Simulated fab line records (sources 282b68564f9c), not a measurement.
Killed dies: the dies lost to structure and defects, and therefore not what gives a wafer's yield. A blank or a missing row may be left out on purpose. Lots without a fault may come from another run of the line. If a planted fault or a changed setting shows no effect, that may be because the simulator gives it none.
Which tool was responsible? ; flow rit_cmos ; 14 lots, 42 wafers sampled, at 1 step of a route of 202

## WHAT THE GAUGES SHOWED, per wafer
The record holds no reading of a measuring or inspecting step that can be judged against a usual standard deviation.

## WHAT TOOL EACH LOT RAN ON (gives the tool, then ch and the chambers of the sampled wafers, and finally the start)
lot;RIT_NRETRO_DEVELOP_05
L117;litho_track-01 ch 0, day 2 05:00
L118;litho_track-01 ch 0, day 2 12:00
L119;litho_track-01 ch 0, day 2 21:00
L120;litho_track-04 ch 0, day 3 02:00
L124;litho_track-01 ch 0, day 3 22:00
L128;litho_track-01, day 4 14:00
L129;litho_track-03, day 4 22:00
L130;litho_track-01 ch 0, day 5 03:00
L131;litho_track-01 ch 0, day 5 04:00
L132;litho_track-03 ch 0, day 5 13:00
L136;litho_track-03 ch 0, day 6 08:00
L137;litho_track-01 ch 0, day 6 12:00
L138;litho_track-03 ch 0, day 6 17:00
L139;litho_track-03 ch 0, day 6 21:00
- RIT_NRETRO_DEVELOP_05: develop time 68 s.

## WHAT THE TOOLS THEMSELVES READ (means of the sampled wafers that have a number; where no wafer has one, the mark that the record gives instead)
RIT_NRETRO_DEVELOP_05. Usual: chill_plate_temp_C 23.00 C, standard deviation 0.11.
lot;tool;chill_plate_temp_C (C);flag
L117;litho_track-01;22.99;
L118;litho_track-01;22.86;
L119;litho_track-01;22.96;
L120;litho_track-04;23.01;
L124;litho_track-01;22.90;
L128;litho_track-01;-;OFF
L129;litho_track-03;-;OFF
L130;litho_track-01;23.06;
L131;litho_track-01;22.93;
L132;litho_track-03;22.98;
L136;litho_track-03;23.03;
L137;litho_track-01;23.12;
L138;litho_track-03;22.91;
L139;litho_track-03;22.96;

## THE ANSWER, worked out from the rows above alone
Rule: a lot is off if the mean of its wafers that have a number lies more than 3 standard deviations from the usual mean. A lot without any number at a reading at which 4 lots or more have one is off too. All remaining lots with rows at the step are treated as sound. First the gauges in route order, then the tools' own readings, where a lot's mean is used as printed above. The first step at which some lot is off is used, and at that step the reading that is off furthest; a lot without a number counts as furthest.
Off at RIT_NRETRO_DEVELOP_05 (chill_plate_temp_C): L128, L129. Without a number there: L128, L129.
If a tool, at that step or one of the process steps before it, ran each lot that is off and ran no sound lot following the first of them, it fits. Of those tried, none fits.

## WHAT THE SIMULATOR PUT IN
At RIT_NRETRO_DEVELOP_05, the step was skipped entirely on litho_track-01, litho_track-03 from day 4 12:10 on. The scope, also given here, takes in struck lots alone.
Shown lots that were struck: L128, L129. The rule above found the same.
